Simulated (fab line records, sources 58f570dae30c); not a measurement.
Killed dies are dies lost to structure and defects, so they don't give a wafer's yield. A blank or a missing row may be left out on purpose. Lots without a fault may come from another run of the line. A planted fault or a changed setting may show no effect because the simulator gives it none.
One fault seen from 2 desks | flow berkeley_cmos170 | each desk has only its own numbers; what lay behind them comes last

THE TOOL OWNER'S DESK: pvd_sputter-04
The tool's own readings at UCB170_M3_SPUTTER_01 (material Al, target thk 900 nm, time 120 s): means of the sampled wafers that have a number, for each lot that ran on this tool. A lot is out of limits, marked OUT, if its mean lies more than 4 standard deviations from the usual mean; the brackets give that distance.
Columns: A = cathode_dc_power_W at UCB170_M3_SPUTTER_01, usual 6000.0 W; B = throttle_valve_pct at UCB170_M3_SPUTTER_01, usual 29.9 %
lot  | first seen here | A      | B
L720 | day 9 13:43     | 5999.6 | 30.8
L727 | day 10 17:10    | 5999.5 | 29.8
L736 | day 13 09:58    | 5999.2 | 30.1
L742 | day 13 14:28    | 5999.3 | 30.2
This desk's finding: nothing out of limits on any of the 4 lots.

THE METROLOGY DESK
What the gauges read, lot by lot, whatever tool the lot ran on: means of the sampled wafers that have a number. A lot is out of limits, marked OUT, if its mean lies more than 4 standard deviations from the usual mean; the brackets give that distance.
Columns: A = cd_nm at UCB170_V2_CD_MEAS_12, usual 699.6 nm; B = V2_OVL at UCB170_V2_OVL_MEAS_13, usual -3 nm; C = cd_nm at UCB170_V2_CD_MEAS_90, usual 699.3 nm; D = M3_AL_RS at UCB170_M3_RS_MEAS_02, usual 0.0322 ohm/sq; E = M3_AL_THK at UCB170_M3_THK_MEAS_03, usual 900 nm; F = cd_nm at UCB170_M3_CD_MEAS_15, usual 700.0 nm; G = M3_OVL at UCB170_M3_OVL_MEAS_16, usual -2 nm
lot  | first seen here | A     | B  | C     | D                 | E              | F     | G
L720 | day 9 13:09     | 699.3 | -4 | 699.5 | 0.0320            | 913            | 698.9 | -1
L723 | day 10 04:39    | 698.6 | -7 | 698.3 | 0.0327            | 883            | 701.4 | -2
L727 | day 10 16:32    | 698.8 | -4 | 698.4 | 0.0317            | 917            | 700.4 | -1
L735 | day 12 04:51    | 698.8 | -2 | 699.6 | 0.0322            | 898            | 698.6 | 2
L736 | day 13 09:21    | 698.3 | -4 | 698.0 | 0.0352 (+7.4) OUT | 833 (-5.6) OUT | 699.1 | -3
L742 | day 13 13:51    | 700.5 | -1 | 699.3 | 0.0384 (+15) OUT  | 764 (-11) OUT  | 699.4 | -8
This desk's finding: out of limits on L736, L742; first on L736, day 13 10:03 (M3_AL_RS at UCB170_M3_RS_MEAS_02). In limits: L720, L723, L727, L735.

PUT TOGETHER
The metrology desk could have raised an alarm at day 13 10:03, on L736, L742.
The tool owner's desk saw nothing out of limits.
The tool owner's desk has L736, L742 on record, within its limits.
Of the lots named, all ran UCB170_M3_SPUTTER_01 on pvd_sputter-04.

WHAT THE SIMULATOR HAD PUT IN
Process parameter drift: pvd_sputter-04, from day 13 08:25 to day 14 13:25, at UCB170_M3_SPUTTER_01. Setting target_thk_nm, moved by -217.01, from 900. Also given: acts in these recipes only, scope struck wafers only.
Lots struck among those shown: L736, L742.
Hours from the fault's start to each desk's first reading out of limits: the metrology desk, 2.
